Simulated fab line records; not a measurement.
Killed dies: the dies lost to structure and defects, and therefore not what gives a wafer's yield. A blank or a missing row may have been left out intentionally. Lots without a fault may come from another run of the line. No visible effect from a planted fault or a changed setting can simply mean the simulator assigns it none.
The same fault as seen by 2 desks    flow berkeleyCmos170    numbers are kept per desk, each desk with only its own; the story behind them comes last

== FROM THE METROLOGY DESK ==
What the gauges read for every lot (on any tool): the sampled wafers with a number, averaged. A lot is out of limits, marked OUT, if its mean lies more than 4 standard deviations from the usual mean; the brackets give that distance.
Columns: A = cdNm at UCB170_CONTACT_CD_MEAS_15, usual 699.6 nm; B = cdNm at UCB170_V1_CD_MEAS_90, usual 699.4 nm; C = M2_AL_RS at UCB170_M2_RS_MEAS_02, usual 0.03219 ohm/sq; D = M2_AL_THK at UCB170_M2_THK_MEAS_03, usual 897 nm
lot   first seen here  A      B      C                   D
L499  day 8 13:16      701.4  698.7  0.03192             921
L498  day 8 13:42      699.1  698.2  0.03227             897
L502  day 9 07:46      699.4  699.1  0.03242             892
L501  day 9 08:34      700.8  700.2  0.03222             901
L504  day 9 08:56      699.9  698.7  0.02963 (-9.1) OUT  970 (+6.6) OUT
L505  day 10 01:10     700.8  698.2  0.03224             881
L506  day 10 01:31     697.2  699.4  0.02963 (-9.1) OUT  981 (+7.6) OUT
L507  day 10 01:50     698.9  699.1  0.03266             888
L511  day 10 14:30     700.4  702.2  0.03203             888
L513  day 11 06:53     698.6  700.8  0.03210             904
L515  day 11 09:05     701.2  700.9  0.03180             902
L516  day 11 09:22     699.2  699.4  0.03208             900
L517  day 12 11:14     700.5  698.1  0.03182             898
L520  day 12 18:54     699.3  697.5  0.03213             911
This desk's result: L504, L506 out of limits, first on L504 (M2_AL_RS at UCB170_M2_RS_MEAS_02), day 9 22:15. L499, L498, L502, L501, L505, L507, L511, L513, L515, L516, L517, L520: within limits.

== FOR THE TOOL OWNER'S DESK: pvdSputter-02 ==
The tool's own readings at UCB170_M2_SPUTTER_01 (material Al, target thk 900 nm, time 120 s): means of the sampled wafers that have a number, for each lot that ran on this tool. A lot is out of limits, marked OUT, if its mean lies more than 4 standard deviations from the usual mean; the brackets give that distance.
Columns: A = chamberPressurePa at UCB170_M2_SPUTTER_01, usual 0.5000 Pa; B = throttleValvePct at UCB170_M2_SPUTTER_01, usual 30.1 %
lot   first seen here  A       B
L499  day 8 21:30      0.5003  30.6
L498  day 9 00:18      0.5009  31.3
L502  day 9 18:35      0.4996  30.4
L504  day 9 22:10      0.4994  31.0
L506  day 10 13:52     0.4995  30.7
This desk's finding: nothing out of limits on any of the 5 lots.

== TAKEN TOGETHER ==
At day 9 22:15 the metrology desk could have sounded an alarm, on L504, L506.
The tool owner's desk saw nothing out of limits.
Tool owner's desk: L504, L506 on record, inside its limits.
Every lot named ran UCB170_M2_SPUTTER_01 on pvdSputter-02.

== WHAT THE SIMULATOR PUT IN ==
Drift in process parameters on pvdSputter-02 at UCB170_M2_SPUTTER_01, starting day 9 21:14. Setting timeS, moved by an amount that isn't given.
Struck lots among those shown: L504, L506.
Per desk, hours elapsed from the start of the fault to the first reading out of limits: for the metrology desk, 1.
